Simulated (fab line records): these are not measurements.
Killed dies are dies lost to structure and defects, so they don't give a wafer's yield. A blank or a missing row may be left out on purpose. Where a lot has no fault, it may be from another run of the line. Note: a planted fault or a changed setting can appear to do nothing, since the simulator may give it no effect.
Comparing a struck lot with a sound one    flow berkeley cmos170    31 steps out of a route of 331
Sound: these wafers, L710.3, L710.5, L710.6. Struck: wafer L721.1 (L721.2, L721.6, from the same lot, were not struck and are left out); the cause is given at the end.
Each step with rows lists, per side, the tool, then ch with its chambers, then its first start. Under that, the readings that differ: sound wafers    struck wafers    difference of the means    sigmas: that difference in standard deviations of wafers without a fault.
alike: readings with means less than 2 such deviations apart, plus words and numbers identical on both sides. not compared: withheld readings, readings lacking a value on some wafer, bounds such as >300 that could conceal the same value, and numbers that have no deviation in the record and whose values overlap.
A row with sigmas, a row that says differs or no value, or rows on one side alone: a step with any of these is where the two part. Numbers that have no deviation but don't overlap get no sigmas and don't part them. A reading missing from all wafers of one side parts the sides only when that side holds two or more wafers.

first, 6 steps without rows for these wafers: UCB170_V2_HMDS_06 (prime time 60 s); UCB170_V2_COAT_07 (resist thk 900 nm); UCB170_V2_SOFTBAKE_08 (time 60 s); UCB170_V2_EXPOSE_09 (exposes mask VIA2, target cd 700 nm); UCB170_V2_PEB_10; UCB170_V2_DEVELOP_11 (develop time 45 s).
UCB170_V2_CD_MEAS_12 targets a cd of 700 nm.
  struck on cd sem-01, day 9 22:59; sound on cd sem-01, day 7 22:00
  alike: cd nm
UCB170_V2_OVL_MEAS_13:
  struck on overlay-02, day 9 23:06; sound on overlay-02, day 7 22:05
  alike: V2_OVL
UCB170_V2_ETCH_14: etches SiO2 in CHF3/CF4/Ar, stops on Al, target depth 1250 nm, time 291 s.
  sound on rie diel-02 ch 1,2,3, day 7 22:07; struck on rie diel-03 ch 0, day 9 23:08
  alike: drypump motor current A, oes product au, throttle valve pct
  not compared: rf hours counter h
UCB170_V2_STRIP_15: strips in O2.
  sound on plasma asher-01 ch 0,1, day 7 22:20; struck on plasma asher-01 ch 0, day 9 23:19
reading                 sound  struck  difference                    sigmas
rf hours counter h (h)  - - -  52      no value on the sound wafers  
  alike: drypump motor current A, oes product au, strip time to endpoint s
UCB170_V2_CD_MEAS_90 targets a cd of 700 nm.
  struck on cd sem-01, day 9 23:25; sound on cd sem-02, day 7 22:26
  alike: cd nm
then, 1 step without rows for these wafers: UCB170_M3_PRE_CLEAN_00 (preclean etch time 60 s).
UCB170_M3_SPUTTER_01: material Al, target thk 900 nm, time 120 s.
  struck on pvd sputter-03, day 9 23:36; sound on pvd sputter-03, day 7 22:35
reading                                sound                 struck  difference  sigmas
cathode dc power W (W)                 5998.9 6001.0 5999.5  5044.1  -955.7      -99 or more
model.Al_of_M3_SPUTTER_01.thk nm (nm)  896.1 887.7 906.4     772.7   -124.0      
  alike: throttle valve pct
UCB170_M3_RS_MEAS_02: a four-point-probe measurement.
  struck on film metro-04, day 9 23:41; sound on film metro-01, day 7 22:43
reading            sound                   struck   difference  sigmas
M3_AL_RS (ohm/sq)  0.03228 0.0326 0.03197  0.03765  +0.00537    +19
UCB170_M3_THK_MEAS_03: measures by xrf.
  struck on film metro-04, day 9 23:48; sound on film metro-01, day 7 22:49
reading         sound        struck  difference  sigmas
M3_AL_THK (nm)  890 880 901  784     -106        -11
then, 3 steps without rows for these wafers: UCB170_M3_HMDS_04 (prime time 60 s); UCB170_M3_COAT_05 (resist thk 900 nm); UCB170_M3_SOFTBAKE_06 (time 60 s).
UCB170_M3_STRIP_07: strips in O2.
  sound on plasma asher-01 ch 0,1, day 7 23:20; struck on plasma asher-02 ch 1, day 10 00:19
reading                 sound  struck  difference                    sigmas
rf hours counter h (h)  - - -  50      no value on the sound wafers  
  alike: drypump motor current A, oes product au, strip time to endpoint s
then, 7 steps without rows for these wafers: UCB170_M3_STRIP_08 (strips KrF in DMSO, time 600 s); UCB170_M3_COAT_09; UCB170_M3_COAT_10 (resist thk 900 nm); UCB170_M3_SOFTBAKE_11 (time 60 s); UCB170_M3_EXPOSE_12 (exposes mask METAL3, target cd 700 nm); UCB170_M3_PEB_13; UCB170_M3_DEVELOP_14 (develop time 45.91 s).
UCB170_M3_CD_MEAS_15 targets a cd of 700 nm.
  struck on cd sem-02, day 10 02:09; sound on cd sem-01, day 8 00:58
  alike: cd nm
UCB170_M3_OVL_MEAS_16:
  struck on overlay-01, day 10 02:16; sound on overlay-01, day 8 01:03
  alike: M3_OVL
UCB170_M3_ETCH_17: etches BARC in N2/H2.
  sound on rie diel-01 ch 0,2, day 8 01:05; struck on rie diel-01 ch 1, day 10 02:19
reading                 sound              struck  difference  sigmas
throttle valve pct (%)  13.29 13.30 13.27  13.54   +0.25       +2
  alike: drypump motor current A, oes product au
UCB170_M3_METAL_ETCH_18: etches Al in Cl2/BCl3, stops on SiO2, target depth 1170 nm, time 195 s.
  sound on rie metal-02 ch 0,1, day 8 01:11; struck on rie metal-03 ch 0, day 10 02:21
reading                 sound              struck  difference                    sigmas
oes product au (a.u.)   0.867 0.844 0.880  0.787   -0.077                        -6
rf hours counter h (h)  - - -              0       no value on the sound wafers  
  alike: drypump motor current A, throttle valve pct
UCB170_M3_STRIP_19: strips in O2.
  sound on plasma asher-03 ch 0,1, day 8 01:20; struck on plasma asher-02 ch 0, day 10 02:32
reading                 sound  struck  difference                    sigmas
rf hours counter h (h)  - - -  51      no value on the sound wafers  
  alike: drypump motor current A, oes product au

WHERE THEY PART
Last at UCB170_M3_STRIP_19 as far as this record goes, first at UCB170_V2_STRIP_15.

WHY: the cause the simulator had injected
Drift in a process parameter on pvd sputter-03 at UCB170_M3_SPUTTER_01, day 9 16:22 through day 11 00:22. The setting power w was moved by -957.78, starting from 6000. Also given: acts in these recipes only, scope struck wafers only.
